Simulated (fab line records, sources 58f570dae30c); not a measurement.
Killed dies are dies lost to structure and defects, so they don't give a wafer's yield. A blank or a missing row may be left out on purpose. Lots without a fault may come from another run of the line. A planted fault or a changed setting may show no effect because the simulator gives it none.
Problem report in the 8D (eight disciplines) form, filled by code | flow berkeley_cmos170 | the parts of the form that need people (team, actions taken, sign-off) are left out

1. THE PROBLEM
SPACER_TEOS_THK at UCB170_SPACER_THK_MEAS_01 reads a mean of 519 nm on 6 wafers of 2 lots; wafers without a fault read 378 nm with a standard deviation of 4.8. That is +29 standard deviations from the usual mean.
First seen on wafer L307.1, day 8 10:58, on film_metro-01. The record holds 42 wafers of 14 lots with a number at this step. Rule for "out", or "out of limits": more than 4 standard deviations from the usual mean. The other wafers with a number count as sound.

2. WHAT IT IS AND WHAT IT IS NOT
question                    | is                           | is not
which readings at this step | SPACER_TEOS_THK              | -
which lots                  | L307, L308                   | L298, L299, L300, L302, L303, L306, L309, L312, L315, L316, L318, L320
which wafers of those lots  | all that have a number       | -
read on which gauges        | film_metro-01, film_metro-02 | film_metro-03
when                        | from day 8 10:58             | up to then (15 sound wafers); but 21 sound wafers of L306, L309, L312, L315, L316, L318, L320 came after

3. SUSPECTS, AND WHAT RULES EACH OUT
Counting: a tool at a process step up to the reading stays a suspect if it ran every lot that is out and no sound lot after the first of them.
- the gauge at UCB170_SPACER_THK_MEAS_01: ruled out. The wafers that are out were read on 2 gauges (film_metro-01, film_metro-02).
- pecvd-02 at UCB170_SPACER_CVD_00 (deposits SiO2 from TEOS/O2, target thk 376 nm, time 47 s): ruled out as a lasting fault. Sound lots L320 ran on it after its first lot that is out, L307 (day 8 10:55).
Left after counting: nothing in the record.

4. THE CAUSE (what the simulator had put in)
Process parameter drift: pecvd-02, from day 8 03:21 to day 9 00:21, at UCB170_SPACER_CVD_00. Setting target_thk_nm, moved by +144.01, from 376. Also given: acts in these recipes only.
Counting ruled it out, wrongly: the rule takes a fault to strike every lot that its tool runs from its start on, and this one did not.

5. THE CHAIN OF EFFECTS, in route order
Each row: a reading whose mean over the struck wafers that have a number lies more than 3 standard deviations from the usual. Only readings for which the record gives a usual standard deviation are gone through. hours: the time from each lot's start at the first step in this table that gives one to its start at this step, as a median over the lots. sigmas: the change in usual standard deviations.
hours | step                      | reading         | usual      | on struck wafers | change | sigmas
0     | UCB170_SPACER_THK_MEAS_01 | SPACER_TEOS_THK | 378 nm     | 519              | +141   | +29
4     | UCB170_SPACER_ETCHBACK_03 | oes_product_au  | 0.902 a.u. | 1.019            | +0.117 | +9.0
The process steps in it:
- UCB170_SPACER_ETCHBACK_03: etches SiO2 in CHF3/CF4/Ar, stops on Si, target depth 376 nm, time 100 s.

6. WHAT WOULD HAVE CAUGHT IT SOONER
In this record the first reading out of limits at a measuring or inspecting step was taken at day 8 10:58, 8 hours after the fault began at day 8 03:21.
Of the tool readings at UCB170_SPACER_CVD_00 for which the record gives a usual standard deviation, none was out on any struck wafer, so an alarm limit of 4 standard deviations on them would not have fired.
